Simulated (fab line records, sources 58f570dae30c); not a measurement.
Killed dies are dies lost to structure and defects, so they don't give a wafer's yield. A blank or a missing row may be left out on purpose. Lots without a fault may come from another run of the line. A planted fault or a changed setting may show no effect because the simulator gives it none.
Problem report in the 8D (eight disciplines) form, filled by code | flow berkeley_cmos170 | the parts of the form that need people (team, actions taken, sign-off) are left out

1. THE PROBLEM
SILICIDE_TI_RS at UCB170_SILICIDE_RS_MEAS_02 reads a mean of 16.9 ohm/sq on 6 wafers of 2 lots; wafers without a fault read 26.2 ohm/sq with a standard deviation of 0.4. That is -23 standard deviations from the usual mean.
The step: measures by four-point-probe.
First seen on wafer L689.1, day 9 14:23, on film_metro-04. The record holds 36 wafers of 12 lots with a number at this step. Rule for "out", or "out of limits": more than 4 standard deviations from the usual mean. The other wafers with a number count as sound.

2. WHAT IT IS AND WHAT IT IS NOT
question                    | is                           | is not
which readings at this step | SILICIDE_TI_RS               | -
which lots                  | L689, L691                   | L692, L693, L694, L695, L697, L699, L700, L701, L702, L703
which wafers of those lots  | all that have a number       | -
read on which gauges        | film_metro-02, film_metro-04 | film_metro-03
when                        | from day 9 14:23             | up to then (0 sound wafers); but 30 sound wafers of L692, L693, L694, L695, L697, L699, L700, L701, L702, L703 came after

3. SUSPECTS, AND WHAT RULES EACH OUT
Counting: a tool at a process step up to the reading stays a suspect if it ran every lot that is out and no sound lot after the first of them.
- the gauge at UCB170_SILICIDE_RS_MEAS_02: ruled out. The wafers that are out were read on 2 gauges (film_metro-02, film_metro-04).
- pvd_sputter-01 at UCB170_SILICIDE_SPUTTER_01 (material Ti, target thk 30 nm, time 25 s): ruled out as a lasting fault. Sound lots L702 ran on it after its first lot that is out, L689 (day 9 14:15).
Left after counting: nothing in the record.

4. THE CAUSE (what the simulator had put in)
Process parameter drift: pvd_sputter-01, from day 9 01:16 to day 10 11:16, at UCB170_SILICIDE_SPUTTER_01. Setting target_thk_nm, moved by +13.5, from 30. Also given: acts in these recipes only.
Counting ruled it out, wrongly: the rule takes a fault to strike every lot that its tool runs from its start on, and this one did not.

5. THE CHAIN OF EFFECTS, in route order
Each row: a reading whose mean over the struck wafers that have a number lies more than 3 standard deviations from the usual. Only readings for which the record gives a usual standard deviation are gone through. hours: the time from each lot's start at the first step in this table that gives one to its start at this step, as a median over the lots. sigmas: the change in usual standard deviations.
hours | step                        | reading         | usual       | on struck wafers | change | sigmas
0     | UCB170_SILICIDE_RS_MEAS_02  | SILICIDE_TI_RS  | 26.2 ohm/sq | 16.9             | -9.3   | -23
0     | UCB170_SILICIDE_THK_MEAS_03 | SILICIDE_TI_THK | 29.8 nm     | 43.5             | +13.7  | +34

6. WHAT WOULD HAVE CAUGHT IT SOONER
In this record the first reading out of limits at a measuring or inspecting step was taken at day 9 14:23, 13 hours after the fault began at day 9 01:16.
Of the tool readings at UCB170_SILICIDE_SPUTTER_01 for which the record gives a usual standard deviation, none was out on any struck wafer, so an alarm limit of 4 standard deviations on them would not have fired.
